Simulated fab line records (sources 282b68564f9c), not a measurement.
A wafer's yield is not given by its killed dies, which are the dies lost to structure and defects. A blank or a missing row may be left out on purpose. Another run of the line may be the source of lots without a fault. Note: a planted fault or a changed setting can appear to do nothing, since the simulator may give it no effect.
The same fault as seen by 2 desks :: flow rit-cmos :: what lay behind the numbers comes last; until then each desk has only its own

== AT THE METROLOGY DESK ==
Lot by lot, what the gauges showed, no matter which tool ran the lot: averages of those sampled wafers that carry a number. The brackets show how far a lot's mean lies from the usual mean; more than 4 standard deviations puts the lot out of limits, marked OUT.
Columns: A = NSD_TW at RIT_NSD_TW_MEAS_10, usual 3137; B = NSD_RS at RIT_SDANNEAL_RS_MEAS_05, usual 84.54 ohm/sq
lot: L319
first seen here: day 3 05:38
A: 3172
B: 84.51

lot: L320
first seen here: day 3 13:04
A: 3180
B: 84.09

lot: L322
first seen here: day 3 18:52
A: 3104
B: 84.46

lot: L323
first seen here: day 4 00:45
A: 3172
B: 84.37

lot: L324
first seen here: day 4 05:14
A: 3095
B: 84.74

lot: L325
first seen here: day 4 09:37
A: 3158
B: 84.64

lot: L327
first seen here: day 4 22:35
A: 3085
B: 84.72

lot: L328
first seen here: day 5 01:46
A: 3159
B: 84.61

lot: L329
first seen here: day 5 03:41
A: 3148
B: 84.86

lot: L330
first seen here: day 5 08:32
A: 3170
B: 84.83

lot: L331
first seen here: day 5 12:58
A: 3159
B: 84.30

lot: L332
first seen here: day 5 22:04
A: 3074
B: 84.80

lot: L338
first seen here: day 7 03:27
A: 2535 (-15) OUT
B: 174.77 (+99 or more) OUT

lot: L339
first seen here: day 7 05:20
A: 2546 (-15) OUT
B: 176.10 (+99 or more) OUT
This desk reports L338, L339 out of limits; the earliest was L338 at day 7 03:27 (NSD_TW at RIT_NSD_TW_MEAS_10). In limits: L319, L320, L322, L323, L324, L325, L327, L328, L329, L330, L331, L332.

== TOOL OWNER'S DESK, implanter-04 ==
The tool's own readings at RIT_NSD_IMPLANT_08: means of the sampled wafers that have a number, for each lot that ran on this tool. The brackets show how far a lot's mean lies from the usual mean; more than 4 standard deviations puts the lot out of limits, marked OUT.
Columns: A = dose-ions-cm2 at RIT_NSD_IMPLANT_08, usual 9.999e+14; B = end-station-pressure-torr at RIT_NSD_IMPLANT_08, usual 7.5e-06 Torr; C = faraday-current-uA at RIT_NSD_IMPLANT_08, usual 3136
lot: L324
first seen here: day 4 04:55
A: 9.990e+14
B: 7.2e-06
C: 3191

lot: L331
first seen here: day 5 12:39
A: 1.001e+15
B: 7.4e-06
C: 3155

lot: L338
first seen here: day 7 03:07
A: 4.001e+14 (-99 or more) OUT
B: 6.0e-06
C: 1241 (-28) OUT

lot: L339
first seen here: day 7 05:01
A: 3.995e+14 (-99 or more) OUT
B: 5.9e-06 (-4.2) OUT
C: 1266 (-28) OUT
Finding of this desk: L338, L339 out of limits; the first was L338 at day 7 03:07, on dose-ions-cm2 at RIT_NSD_IMPLANT_08. In limits: L324, L331.

== ALL TOGETHER ==
The tool owner's desk had the chance to raise an alarm at day 7 03:07 on L338, L339.
L338, L339 would have let the metrology desk raise an alarm at day 7 03:27.
Of the lots named, all ran RIT_NSD_IMPLANT_08 on implanter-04.

== WHAT THE SIMULATOR HAD INSERTED ==
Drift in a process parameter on implanter-04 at RIT_NSD_IMPLANT_08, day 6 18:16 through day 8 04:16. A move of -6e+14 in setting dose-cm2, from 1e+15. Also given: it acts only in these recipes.
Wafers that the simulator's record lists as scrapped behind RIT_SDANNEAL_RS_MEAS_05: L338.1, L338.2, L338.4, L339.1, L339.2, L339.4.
Lots struck among those shown: L338, L339.
Fault start to first reading out of limits, in hours, per desk: tool owner, 9; metrology, 9.
